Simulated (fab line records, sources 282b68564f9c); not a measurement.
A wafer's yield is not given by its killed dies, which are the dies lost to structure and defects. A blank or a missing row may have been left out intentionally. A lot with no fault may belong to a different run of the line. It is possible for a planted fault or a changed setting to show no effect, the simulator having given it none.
Struck lot and sound lot, side by side + flow rit cmos + 15 steps out of a route of 202
Sound: wafers L554.2, L554.3, L554.6. The struck wafers were L560.2, L560.4, L560.5. The cause is named last.
Per side, at each step with rows, come the tool, then ch with its chambers, and then its first start. Under that, the readings that differ: sound wafers + struck wafers + difference of the means + sigmas: that difference in standard deviations of wafers without a fault.
alike: a reading whose means differ by less than 2 such deviations, as well as words and numbers matching on both sides. not compared: withheld readings; readings where some wafer has no value; bounds like >300 that might hide an equal value; numbers whose values overlap and for which the record gives no deviation.
A row with sigmas, a row that says differs or no value, or rows on one side alone: a step with any of these is where the two part. When numbers do not overlap yet have no deviation, they are printed without sigmas and do not part them. A reading that every wafer of one side lacks parts them only if that side has two wafers or more.

first, 2 steps without rows for these wafers: RIT_NRETRO_PEB_04; RIT_NRETRO_DEVELOP_05 (develop time 68 s).
RIT_NRETRO_OVL_MEAS_06:
  sound on overlay-02 at day 3 13:05; struck on overlay-02 at day 4 19:17
| reading         | sound         | struck      | difference | sigmas |
|-----------------|---------------|-------------|------------|--------|
| NRETRO_OVL (nm) | -3.0 0.8 -3.3 | 2.6 0.9 1.7 | +3.6       | +3     |
then, 2 steps without rows for these wafers: RIT_NRETRO_HARDBAKE_07 (time 120 s); RIT_NRETRO_IMPLANT_08.
RIT_NRETRO_STRIP_09: strips in O2, time 180 s.
  sound on plasma asher-03 ch 0,1, day 3 13:31; struck on plasma asher-03 ch 0,1, day 4 19:43
  alike: drypump motor current A
  not compared: rf hours counter h
RIT_NRETRO_TW_MEAS_10:
  sound on film metro-04 at day 3 13:41; struck on film metro-02 at day 4 19:55
| reading   | sound          | struck         | difference | sigmas |
|-----------|----------------|----------------|------------|--------|
| NRETRO_TW | 1079 1075 1075 | 1049 1047 1044 | -30        | -3     |
then, 5 steps without rows for these wafers: RIT_PRETRO_HMDS_00 (prime time 60 s); RIT_PRETRO_COAT_01 (resist thk 1300 nm); RIT_PRETRO_SOFTBAKE_02 (time 60 s); RIT_PRETRO_EXPOSE_03 (exposes mask M5, target cd 43700 nm); RIT_PRETRO_PEB_04.
RIT_PRETRO_DEVELOP_05: develop time 68 s.
  sound on litho track-03 ch 0, day 3 14:00; struck on litho track-01 ch 0, day 4 20:00
| reading              | sound             | struck            | difference | sigmas |
|----------------------|-------------------|-------------------|------------|--------|
| developer temp C (C) | 23.21 23.08 23.16 | 25.22 25.37 25.35 | +2.16      | +22    |
RIT_PRETRO_OVL_MEAS_06:
  sound on overlay-02 at day 3 14:38; struck on overlay-02 at day 4 20:58
  alike: PRETRO_OVL
RIT_M1_PROBE_99:
  sound on prober-02 at day 4 21:20; struck on prober-02 at day 6 01:26
  alike: killed at contacts, killed at front end, killed dies, killed open, killed short

== WHERE THEY PART ==
Last at RIT_PRETRO_DEVELOP_05 as far as this record goes, first at RIT_NRETRO_OVL_MEAS_06. Later steps at which nothing parts them and some readings are alike: RIT_PRETRO_OVL_MEAS_06, RIT_M1_PROBE_99.

WHY: the cause the simulator had injected
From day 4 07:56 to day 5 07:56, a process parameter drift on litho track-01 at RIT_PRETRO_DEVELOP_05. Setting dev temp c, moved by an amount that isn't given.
